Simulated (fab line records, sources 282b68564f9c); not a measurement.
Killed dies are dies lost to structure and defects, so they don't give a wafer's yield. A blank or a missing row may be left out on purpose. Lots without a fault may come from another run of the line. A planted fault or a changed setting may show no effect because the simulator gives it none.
Tool commonality check | flow rit_cmos | 14 lots, 42 wafers sampled

WHY IT WAS OPENED
At RIT_SILICIDE_RS_MEAS_02 the reading SILICIDE_TI_RS is flagged on 2 of 14 lots. Wafers without a fault read 44.4 ohm/sq, standard deviation 0.57.
Rule: a lot is flagged when every wafer of it that has a number lies more than 4 standard deviations from that mean, or none has a number. The other lots count as sound.

lot  | measured    | on            | SILICIDE_TI_RS (ohm/sq), wafer by wafer | flag
L480 | day 3 07:58 | film_metro-04 | 44.2 44.3 44.8                          |
L481 | day 3 17:20 | film_metro-03 | 44.4 44.4 44.1                          |
L482 | day 3 18:50 | film_metro-03 | 43.6 44.1 43.1                          |
L483 | day 3 22:46 | film_metro-04 | 45.0 44.7 44.7                          |
L484 | day 4 06:38 | film_metro-02 | 45.4 45.2 45.3                          |
L485 | day 4 09:48 | film_metro-02 | 44.2 43.7 44.1                          |
L489 | day 5 03:40 | film_metro-03 | 49.1 49.5 49.2                          | FLAGGED
L491 | day 5 17:08 | film_metro-04 | 50.6 50.2 50.2                          | FLAGGED
L492 | day 5 20:26 | film_metro-04 | 43.9 44.7 44.6                          |
L496 | day 6 14:07 | film_metro-02 | 43.7 43.6 42.6                          |
L498 | day 7 03:17 | film_metro-04 | 44.6 44.3 44.3                          |
L500 | day 7 11:28 | film_metro-04 | 44.2 43.4 43.8                          |
L501 | day 7 17:09 | film_metro-04 | 44.5 44.6 45.0                          |
L502 | day 7 22:25 | film_metro-04 | 44.0 44.0 44.3                          |
The numbers of the flagged lots are 49.8 ohm/sq on average: +5.4 ohm/sq against the usual, or +9 standard deviations.

WHICH TOOL RAN EACH LOT
The record holds 1 process step before the reading, out of a route of 202 steps. In each cell: the tool, then ch and the chambers that the sampled wafers went through, then the start.
lot  | flag    | RIT_SILICIDE_SPUTTER_01
L480 |         | pvd_sputter-03, day 3 07:49
L481 |         | pvd_sputter-01, day 3 17:10
L482 |         | pvd_sputter-03, day 3 18:41
L483 |         | pvd_sputter-01, day 3 22:37
L484 |         | pvd_sputter-04, day 4 06:29
L485 |         | pvd_sputter-01, day 4 09:39
L489 | FLAGGED | pvd_sputter-01, day 5 03:28
L491 | FLAGGED | pvd_sputter-01, day 5 16:58
L492 |         | pvd_sputter-03, day 5 20:17
L496 |         | pvd_sputter-03, day 6 13:56
L498 |         | pvd_sputter-04, day 7 03:08
L500 |         | pvd_sputter-03, day 7 11:19
L501 |         | pvd_sputter-04, day 7 16:59
L502 |         | pvd_sputter-04, day 7 22:14
What these steps do:
- RIT_SILICIDE_SPUTTER_01: material Ti, target thk 30 nm, time 240 s.
- RIT_SILICIDE_RS_MEAS_02: measures by four-point-probe.

FLAGGED OVER TOTAL, TOOL BY TOOL (the gauges that took the reading come last)
step                    | tool           | lots run | flagged | share of the flagged lots | sound lots run after its first flagged lot
RIT_SILICIDE_SPUTTER_01 | pvd_sputter-01 | 5        | 2       | all                       | 0
RIT_SILICIDE_SPUTTER_01 | pvd_sputter-03 | 5        | 0       | none                      | -
RIT_SILICIDE_SPUTTER_01 | pvd_sputter-04 | 4        | 0       | none                      | -
RIT_SILICIDE_RS_MEAS_02 | film_metro-02  | 3        | 0       | none                      | -
RIT_SILICIDE_RS_MEAS_02 | film_metro-03  | 3        | 1       | some                      | 0
RIT_SILICIDE_RS_MEAS_02 | film_metro-04  | 8        | 1       | some                      | 5 (L492,L498,L500,L501,L502)

WHAT THE TABLE ALLOWS
1 row of the table ran every flagged lot: pvd_sputter-01 at RIT_SILICIDE_SPUTTER_01.
- pvd_sputter-01 at RIT_SILICIDE_SPUTTER_01: 2 of its 5 lots flagged. Its last sound lot is L485 (day 4 09:39), its first flagged lot L489 (day 5 03:28): a fault that began between those two fits.
One tool is left: pvd_sputter-01 at RIT_SILICIDE_SPUTTER_01.

WHAT THE SIMULATOR HAD PUT IN
Process parameter drift: pvd_sputter-01, from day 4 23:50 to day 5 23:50, at RIT_SILICIDE_SPUTTER_01. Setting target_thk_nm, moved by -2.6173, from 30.
Lots struck among those shown: L489, L491. The rule above found the same.
